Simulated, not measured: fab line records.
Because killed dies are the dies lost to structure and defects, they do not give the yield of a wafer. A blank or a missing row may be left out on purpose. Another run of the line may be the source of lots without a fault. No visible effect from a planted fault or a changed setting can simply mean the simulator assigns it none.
fab line records	flow rit-cmos
record: lots: 14	wafers: 42	last-day: 7
route steps=202 shown CONTACT@175
lots untouched by any fault: they come from a run of this same line in which no faults occurred
start-h: hours from the record's opening day to when the first of the lot's shown wafers began	wait-h: time in hours since the lot's previous step	" identical to the entry in the row above	L1.1+2: a row that stands for several wafers	- no value, or no start was given	* or withheld: withheld	< > ~ a bound
route shown NAME@n: names a module that has steps shown in the file, with the first one's number in the route	usual: average and standard deviation across the fault-free wafers	same: alike in all rows	chamber/n: place in a boat	sites: per-site readings	_std_site: their standard deviation	_edge_site: outer sites' mean less inner sites'	radius-mm: for every site, how far away it sits from the centre of the wafer	mask NAME#n: copy n	behind: the tool/chamber that last shaped the wafer	hold: the reason the lot was held/the length of the hold in hours/how it ended	device: which transistor (n, p or np) failed to switch	end of line: the tests these same wafers got at the end of their route	a step given without rows: its recipe and nothing more	killed: the dies lost at the first sort to structure and to defects; this is not the yield of the wafer	map: a wafer's dies, marking killed ones x, the rest . and places with no die _
set.NAME: the setting as run; set.NAME@STEP: as run at that earlier step	model.NAME: the simulator's own value behind a step, which no gauge read
a sample of lots followed through the steps of the route, with each step as a table and each wafer as a row
== steps ==
step: RIT_CONTACT_DEVELOP_07
recipe: resist: NOVOLAK	develop-time-s: 120	dev-temp-c: 23
usual: chill-plate-temp-C: 23.03/0.099	develop-time-s: 120/0
lot.wafer	tool	chamber	start-h	wait-h	chill-plate-temp-C	develop-time-s
L763.1	litho-track-01	0	56	-	23.00	120
L763.2	"	0	"	"	23.02	120
L763.4	"	0	"	"	23.03	120
L764.2	litho-track-01	0	62	-	23.05	120
L764.4	"	0	"	"	22.98	120
L764.5	"	0	"	"	23.01	120
L765.1	litho-track-04	0	68	-	22.86	120
L765.3	"	0	"	"	23.02	120
L765.5	"	0	"	"	22.96	120
L766.1	litho-track-01	0	72	-	23.07	120
L766.2	"	0	"	"	23.05	120
L766.3	"	0	"	"	22.98	120
L767.1	litho-track-04	0	77	-	23.15	120
L767.3	"	0	"	"	23.17	120
L767.5	"	0	"	"	23.09	120
L768.4	litho-track-03	0	81	-	23.03	120
L768.5	"	0	"	"	22.98	120
L768.6	"	0	82	-	22.93	120
L770.3	litho-track-03	0	97	-	23.03	120
L770.4	"	0	"	"	23.11	120
L770.6	"	0	98	-	23.11	120
L775.1	litho-track-01	0	128	-	22.98	120
L775.4	"	0	"	"	23.24	120
L775.5	"	0	"	"	23.19	120
L778.1	litho-track-04	0	137	-	22.97	120
L778.3	"	0	"	"	23.13	120
L778.5	"	0	"	"	23.21	120
L781.4	litho-track-04	-	151	-	-	-
L781.5	"	-	"	"	-	-
L781.6	"	-	"	"	-	-
L782.2	litho-track-01	-	155	-	-	-
L782.4	"	-	"	"	-	-
L782.5	"	-	"	"	-	-
L783.3	litho-track-03	0	159	-	23.16	120
L783.4	"	0	"	"	23.17	120
L783.5	"	0	"	"	23.17	120
L784.4	litho-track-01	0	163	-	22.97	120
L784.5	"	0	"	"	23.15	120
L784.6	"	0	"	"	22.98	120
L785.2	litho-track-03	0	167	-	23.03	120
L785.5	"	0	"	"	23.06	120
L785.6	"	0	"	"	23.07	120
== key ==
first-sign: step: RIT_CONTACT_DEVELOP_07	reading: tool-record	direction: missing
effect none on later readings
met-at RIT_CONTACT_DEVELOP_07
struck-lots L781,L782
later-rows-left-out L781.4,L781.5,L781.6,L782.2,L782.4,L782.5
sort-left-out L781.4,L781.5,L781.6,L782.2,L782.4,L782.5
tester-left-out L781,L782
onset-between 137 151
fault: kind: skipped-step-whole	tool: litho-track-01,litho-track-04	chamber: -	onset-h: 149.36	steps: RIT_CONTACT_DEVELOP_07	scope: struck-lots-only
tester-left-out: of these lots the tester's yield and bins aren't shown, on N5 and GAA mostly nor the transistor test; their killed dies are dies lost to structure and defects alone, not to doping, threshold or leakage, so they don't give the yield
sort-left-out: the simulated sort isn't trusted on such a fault, so these wafers' sort isn't shown, and their yield isn't known
later-rows-left-out: the simulator's readings of these wafers behind a module that went badly wrong aren't trusted and aren't shown, but for the sort
